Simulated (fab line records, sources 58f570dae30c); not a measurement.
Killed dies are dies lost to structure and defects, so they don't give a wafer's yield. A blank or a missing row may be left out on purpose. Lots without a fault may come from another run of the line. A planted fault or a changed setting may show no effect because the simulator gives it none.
Which tool did it? | flow berkeley_cmos170 | 14 lots, 42 wafers sampled, at 4 steps of a route of 331

WHAT THE GAUGES READ, wafer by wafer
UCB170_GATE_OVL_MEAS_13. Usual: GATE_OVL 3 nm, standard deviation 6.
lot  | measured     | on         | GATE_OVL (nm) | flag
L694 | day 7 07:31  | overlay-02 | 1 3 4         |
L695 | day 7 07:46  | overlay-01 | 9 9 3         |
L692 | day 7 08:18  | overlay-02 | -1 -3 -7      |
L697 | day 7 21:33  | overlay-01 | 6 4 7         |
L696 | day 7 21:49  | overlay-01 | -8 -2 -4      |
L698 | day 8 12:56  | overlay-01 | 3 3 4         |
L699 | day 8 13:13  | overlay-02 | 14 11 10      |
L700 | day 8 13:19  | overlay-01 | -5 -4 -3      |
L702 | day 9 02:16  | overlay-02 | 7 -1 -7       |
L707 | day 9 22:07  | overlay-02 | 13 11 6       |
L706 | day 9 22:14  | overlay-01 | 15 15 6       |
L712 | day 11 01:40 | overlay-02 | 11 6 8        |
L713 | day 11 14:40 | overlay-02 | 1 8 10        |
L715 | day 11 20:04 | overlay-02 | 3 -4 -1       |

UCB170_SILICIDE_RS_MEAS_02: measures by four-point-probe. Usual: SILICIDE_TI_RS 26.1 ohm/sq, standard deviation 0.32.
lot  | measured     | on            | SILICIDE_TI_RS (ohm/sq) | flag
L694 | day 8 11:43  | film_metro-02 | 26.1 26.1 25.9          |
L695 | day 8 11:26  | film_metro-02 | 26.0 26.5 26.4          |
L692 | day 8 10:28  | film_metro-04 | 25.9 25.9 25.8          |
L697 | day 8 14:50  | film_metro-04 | 26.3 26.7 26.1          |
L696 | day 8 15:11  | film_metro-04 | 26.7 26.2 26.4          |
L698 | day 9 09:37  | film_metro-04 | 26.2 26.0 25.9          |
L699 | day 9 10:27  | film_metro-02 | 26.6 26.3 26.7          |
L700 | day 9 10:45  | film_metro-02 | 26.3 26.1 26.1          |
L702 | day 10 04:43 | film_metro-03 | 25.7 25.6 25.8          |
L707 | day 10 16:34 | film_metro-02 | 26.2 25.9 26.1          |
L706 | day 10 16:02 | film_metro-03 | 26.6 26.7 26.5          |
L712 | day 11 18:19 | film_metro-03 | 25.8 25.9 26.1          |
L713 | day 12 05:11 | film_metro-04 | 26.2 26.2 26.4          |
L715 | day 12 11:02 | film_metro-03 | 26.0 26.0 26.0          |

UCB170_V1_THK_MEAS_04. Usual: V1_POLISHED_THK 1000.1 nm, standard deviation 1.1.
lot  | measured     | on            | V1_POLISHED_THK (nm) | flag
L694 | day 8 23:05  | film_metro-04 | 996.9 1000.0 998.9   |
L695 | day 8 20:25  | film_metro-04 | 1002.1 1000.6 999.8  |
L692 | day 8 21:45  | film_metro-04 | 1000.7 999.3 998.6   |
L697 | day 9 00:24  | film_metro-03 | 999.7 999.5 999.1    |
L696 | day 9 01:44  | film_metro-04 | 999.0 999.7 997.7    |
L698 | day 9 23:00  | film_metro-03 | 1001.2 1002.6 1000.5 |
L699 | day 9 21:35  | film_metro-03 | 999.3 1001.0 1000.7  |
L700 | day 10 00:15 | film_metro-01 | 999.5 999.7 999.0    |
L702 | day 10 17:28 | film_metro-04 | 998.6 999.8 1000.0   |
L707 | day 11 04:01 | film_metro-04 | 1001.2 1000.4 999.8  |
L706 | day 11 04:01 | film_metro-01 | 999.8 999.5 1000.3   |
L712 | day 12 06:05 | film_metro-03 | 999.2 998.6 1000.2   |
L713 | day 12 14:13 | film_metro-03 | 924.2 924.0 925.2    | OFF
L715 | day 13 00:39 | film_metro-01 | 926.0 926.6 926.2    | OFF

WHICH TOOL RAN EACH LOT (tool, then ch and the chambers of the sampled wafers, then the start)
lot  | UCB170_V1_CMP_02
L694 | cmp-02 ch 0,3, day 8 22:42
L695 | cmp-01 ch 0,1,3, day 8 20:05
L692 | cmp-02 ch 0,1,2, day 8 21:19
L697 | cmp-02 ch 0,1, day 8 23:59
L696 | cmp-01 ch 0,1,2, day 9 01:19
L698 | cmp-01 ch 0,3, day 9 22:34
L699 | cmp-02 ch 1,2,3, day 9 21:10
L700 | cmp-02 ch 0,1,3, day 9 23:50
L702 | cmp-01 ch 1,2, day 10 17:02
L707 | cmp-02 ch 1,2,3, day 11 03:35
L706 | cmp-01 ch 0,2, day 11 03:35
L712 | cmp-02 ch 1,2,3, day 12 05:40
L713 | cmp-02 ch 2,3, day 12 13:48
L715 | cmp-02 ch 0,1,3, day 13 00:13
- UCB170_V1_CMP_02: polishes SiO2.

WHAT THE TOOLS THEMSELVES READ (means of the sampled wafers that have a number; where no wafer has one, the mark that the record gives instead)
UCB170_V1_CMP_02. Usual: motor_current_A 15.5 A, standard deviation 1.2.
lot  | tool   | motor_current_A (A) | flag
L694 | cmp-02 | 15.1                |
L695 | cmp-01 | 15.6                |
L692 | cmp-02 | 15.1                |
L697 | cmp-02 | 14.5                |
L696 | cmp-01 | 16.0                |
L698 | cmp-01 | 14.2                |
L699 | cmp-02 | 15.6                |
L700 | cmp-02 | 15.0                |
L702 | cmp-01 | 16.0                |
L707 | cmp-02 | 15.9                |
L706 | cmp-01 | 15.4                |
L712 | cmp-02 | 15.6                |
L713 | cmp-02 | 16.5                |
L715 | cmp-02 | 15.2                |

THE ANSWER, worked out from the rows above alone
Rule: a lot is off if the mean of its wafers that have a number lies more than 3 standard deviations from the usual mean. A lot without any number at a reading at which 4 lots or more have one is off too. The other lots that the step has rows for count as sound. The gauges are gone through in route order, then the tools' own readings, and for those a lot's mean is taken as printed above. The first step at which some lot is off is used, and at that step the reading that is off furthest; a lot without a number counts as furthest.
Off: L713, L715, at UCB170_V1_THK_MEAS_04 (V1_POLISHED_THK).
A tool fits if, at a process step before that reading, it ran every lot that is off, and no sound lot after the first of them. The gauges at UCB170_V1_THK_MEAS_04 are tried like those tools. One fits: cmp-02 at UCB170_V1_CMP_02. Its last sound lot is L712 (day 12 05:40), its first lot that is off L713 (day 12 13:48): a fault that began between those two fits.

WHAT THE SIMULATOR HAD PUT IN
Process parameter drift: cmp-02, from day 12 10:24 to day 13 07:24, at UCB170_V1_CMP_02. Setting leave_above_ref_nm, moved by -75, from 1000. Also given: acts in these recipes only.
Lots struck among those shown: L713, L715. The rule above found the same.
